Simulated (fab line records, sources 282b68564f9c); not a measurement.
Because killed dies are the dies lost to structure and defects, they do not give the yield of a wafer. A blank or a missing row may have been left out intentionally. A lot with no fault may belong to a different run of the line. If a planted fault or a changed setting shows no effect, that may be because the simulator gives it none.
Which tool did it? || flow rit-cmos || 14 lots, 42 wafers sampled, at 2 steps of a route of 202

== WHAT THE GAUGES SHOWED, per wafer ==
RIT_GATE_THK_MEAS_09.
{"lot": "L535", "measured": "day 2 11:34", "on": "film-metro-02", "GATE_POLY_THK (nm)": "250.1 252.1 251.6"}
{"lot": "L536", "measured": "day 2 16:19", "on": "film-metro-01", "GATE_POLY_THK (nm)": "244.2 243.7 247.1"}
{"lot": "L537", "measured": "day 2 21:04", "on": "film-metro-03", "GATE_POLY_THK (nm)": "251.3 250.2 254.4"}
{"lot": "L538", "measured": "day 3 02:43", "on": "film-metro-02", "GATE_POLY_THK (nm)": "253.0 252.9 253.7"}
{"lot": "L539", "measured": "day 3 09:01", "on": "film-metro-03", "GATE_POLY_THK (nm)": "249.3 250.5 250.8"}
{"lot": "L540", "measured": "day 3 12:40", "on": "film-metro-03", "GATE_POLY_THK (nm)": "247.5 246.4 249.1"}
{"lot": "L542", "measured": "day 3 22:24", "on": "film-metro-03", "GATE_POLY_THK (nm)": "246.3 246.1 246.8"}
{"lot": "L546", "measured": "day 4 18:40", "on": "film-metro-01", "GATE_POLY_THK (nm)": "251.5 251.6 249.1"}
{"lot": "L547", "measured": "day 5 00:41", "on": "film-metro-03", "GATE_POLY_THK (nm)": "250.0 250.5 249.6"}
{"lot": "L549", "measured": "day 5 10:01", "on": "film-metro-03", "GATE_POLY_THK (nm)": "251.0 251.9 249.8"}
{"lot": "L551", "measured": "day 5 20:26", "on": "film-metro-02", "GATE_POLY_THK (nm)": "251.9 251.2 250.0"}
{"lot": "L554", "measured": "day 6 10:31", "on": "film-metro-02", "GATE_POLY_THK (nm)": "248.3 249.5 248.1"}
{"lot": "L555", "measured": "day 6 15:01", "on": "film-metro-03", "GATE_POLY_THK (nm)": "250.7 249.6 250.0"}
{"lot": "L556", "measured": "day 6 21:25", "on": "film-metro-01", "GATE_POLY_THK (nm)": "252.4 250.7 251.0"}

== WHICH TOOL RAN EACH LOT (tool, then ch and the chambers of the sampled wafers, then the start) ==
{"lot": "L535", "RIT_NWELL_HARDBAKE_07": "litho-track-02 ch 0, day 1 20:46"}
{"lot": "L536", "RIT_NWELL_HARDBAKE_07": "litho-track-03 ch 0, day 2 01:23"}
{"lot": "L537", "RIT_NWELL_HARDBAKE_07": "litho-track-01 ch 0, day 2 06:18"}
{"lot": "L538", "RIT_NWELL_HARDBAKE_07": "litho-track-03 ch 0, day 2 11:45"}
{"lot": "L539", "RIT_NWELL_HARDBAKE_07": "litho-track-01 ch 0, day 2 18:01"}
{"lot": "L540", "RIT_NWELL_HARDBAKE_07": "litho-track-02 ch 0, day 2 21:37"}
{"lot": "L542", "RIT_NWELL_HARDBAKE_07": "litho-track-03 ch 0, day 3 07:56"}
{"lot": "L546", "RIT_NWELL_HARDBAKE_07": "litho-track-03 ch 0, day 4 03:17"}
{"lot": "L547", "RIT_NWELL_HARDBAKE_07": "litho-track-02 ch 0, day 4 08:22"}
{"lot": "L549", "RIT_NWELL_HARDBAKE_07": "litho-track-01 ch 0, day 4 19:31"}
{"lot": "L551", "RIT_NWELL_HARDBAKE_07": "litho-track-03 ch 0, day 5 05:25"}
{"lot": "L554", "RIT_NWELL_HARDBAKE_07": "litho-track-01 ch 0, day 5 19:38"}
{"lot": "L555", "RIT_NWELL_HARDBAKE_07": "litho-track-01 ch 0, day 6 00:27"}
{"lot": "L556", "RIT_NWELL_HARDBAKE_07": "litho-track-02 ch 0, day 6 05:50"}
- RIT_NWELL_HARDBAKE_07: time 120 s.

== WHAT THE TOOLS THEMSELVES READ (means of the sampled wafers that have a number; where no wafer has one, the mark that the record gives instead) ==
RIT_NWELL_HARDBAKE_07.
{"lot": "L535", "tool": "litho-track-02", "chill-plate-temp-C (C)": 23.05, "exhaust-pa (Pa)": 43.6, "heater-power-total-W (W)": 52.09, "plate-temp-C (C)": 140.06}
{"lot": "L536", "tool": "litho-track-03", "chill-plate-temp-C (C)": 22.87, "exhaust-pa (Pa)": 44.7, "heater-power-total-W (W)": 52.04, "plate-temp-C (C)": 140.11}
{"lot": "L537", "tool": "litho-track-01", "chill-plate-temp-C (C)": 22.97, "exhaust-pa (Pa)": 45.3, "heater-power-total-W (W)": 52.01, "plate-temp-C (C)": 139.91}
{"lot": "L538", "tool": "litho-track-03", "chill-plate-temp-C (C)": 23.12, "exhaust-pa (Pa)": 45.7, "heater-power-total-W (W)": 52.04, "plate-temp-C (C)": 139.85}
{"lot": "L539", "tool": "litho-track-01", "chill-plate-temp-C (C)": 22.94, "exhaust-pa (Pa)": 44.4, "heater-power-total-W (W)": 52.02, "plate-temp-C (C)": 139.93}
{"lot": "L540", "tool": "litho-track-02", "chill-plate-temp-C (C)": 23.01, "exhaust-pa (Pa)": 44.8, "heater-power-total-W (W)": 52.06, "plate-temp-C (C)": 140.11}
{"lot": "L542", "tool": "litho-track-03", "chill-plate-temp-C (C)": 23.11, "exhaust-pa (Pa)": 45.6, "heater-power-total-W (W)": 52.00, "plate-temp-C (C)": 140.06}
{"lot": "L546", "tool": "litho-track-03", "chill-plate-temp-C (C)": 23.00, "exhaust-pa (Pa)": 44.1, "heater-power-total-W (W)": 51.12, "plate-temp-C (C)": 137.99}
{"lot": "L547", "tool": "litho-track-02", "chill-plate-temp-C (C)": 22.93, "exhaust-pa (Pa)": 45.2, "heater-power-total-W (W)": 52.02, "plate-temp-C (C)": 140.05}
{"lot": "L549", "tool": "litho-track-01", "chill-plate-temp-C (C)": 23.02, "exhaust-pa (Pa)": 44.5, "heater-power-total-W (W)": 52.05, "plate-temp-C (C)": 140.00}
{"lot": "L551", "tool": "litho-track-03", "chill-plate-temp-C (C)": 23.07, "exhaust-pa (Pa)": 44.2, "heater-power-total-W (W)": 51.13, "plate-temp-C (C)": 138.22}
{"lot": "L554", "tool": "litho-track-01", "chill-plate-temp-C (C)": 23.00, "exhaust-pa (Pa)": 44.2, "heater-power-total-W (W)": 52.03, "plate-temp-C (C)": 140.02}
{"lot": "L555", "tool": "litho-track-01", "chill-plate-temp-C (C)": 23.04, "exhaust-pa (Pa)": 45.2, "heater-power-total-W (W)": 52.05, "plate-temp-C (C)": 140.08}
{"lot": "L556", "tool": "litho-track-02", "chill-plate-temp-C (C)": 22.92, "exhaust-pa (Pa)": 45.4, "heater-power-total-W (W)": 52.01, "plate-temp-C (C)": 139.88}

== THE ANSWER, worked out from the rows above alone ==
Rule: what is usual is taken from the lots themselves. Put in order of their means at a reading, lots are off if they are a third of the lots or fewer, leave a main group of 4 or more, and stand apart from it by a gap of 3 or more times the standard deviation of the main group's means; of several such gaps the widest counts. If all means in a main group match to the digits the tables above print for the reading, that group is not used. A lot without any number at a reading at which 4 lots or more have one is off too. Where the step has rows for the other lots, those lots are counted as sound. After the gauges, taken in route order, come the tools' own readings; for these a lot's mean is taken, as printed above. The first step at which some lot is off is used, and at that step the reading that is off furthest; a lot without a number counts as furthest.
Off, at RIT_NWELL_HARDBAKE_07 on heater-power-total-W: L546, L551. The main group has a mean of 52.03 W with a standard deviation of 0.024.
If a tool, at that step or one of the process steps before it, ran each lot that is off and ran no sound lot following the first of them, it fits. One candidate fits, namely litho-track-03 at RIT_NWELL_HARDBAKE_07. Its last sound lot is L542 (day 3 07:56), its first lot that is off L546 (day 4 03:17): a fault that began between those two fits.
The tool's own readings at RIT_NWELL_HARDBAKE_07 bear it out: on the lots that are off they differ by more than 5 times the standard deviation of the sound lots' means. heater-power-total-W reads 51.12 W there against 52.03 W on the sound lots; plate-temp-C reads 138.11 C there against 140.00 C on the sound lots.

== WHAT THE SIMULATOR HAD PUT IN ==
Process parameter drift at RIT_NWELL_HARDBAKE_07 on litho-track-03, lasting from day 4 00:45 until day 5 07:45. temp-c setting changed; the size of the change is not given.
Struck lots among those shown: L546, L551. This agrees with what the rule above found.
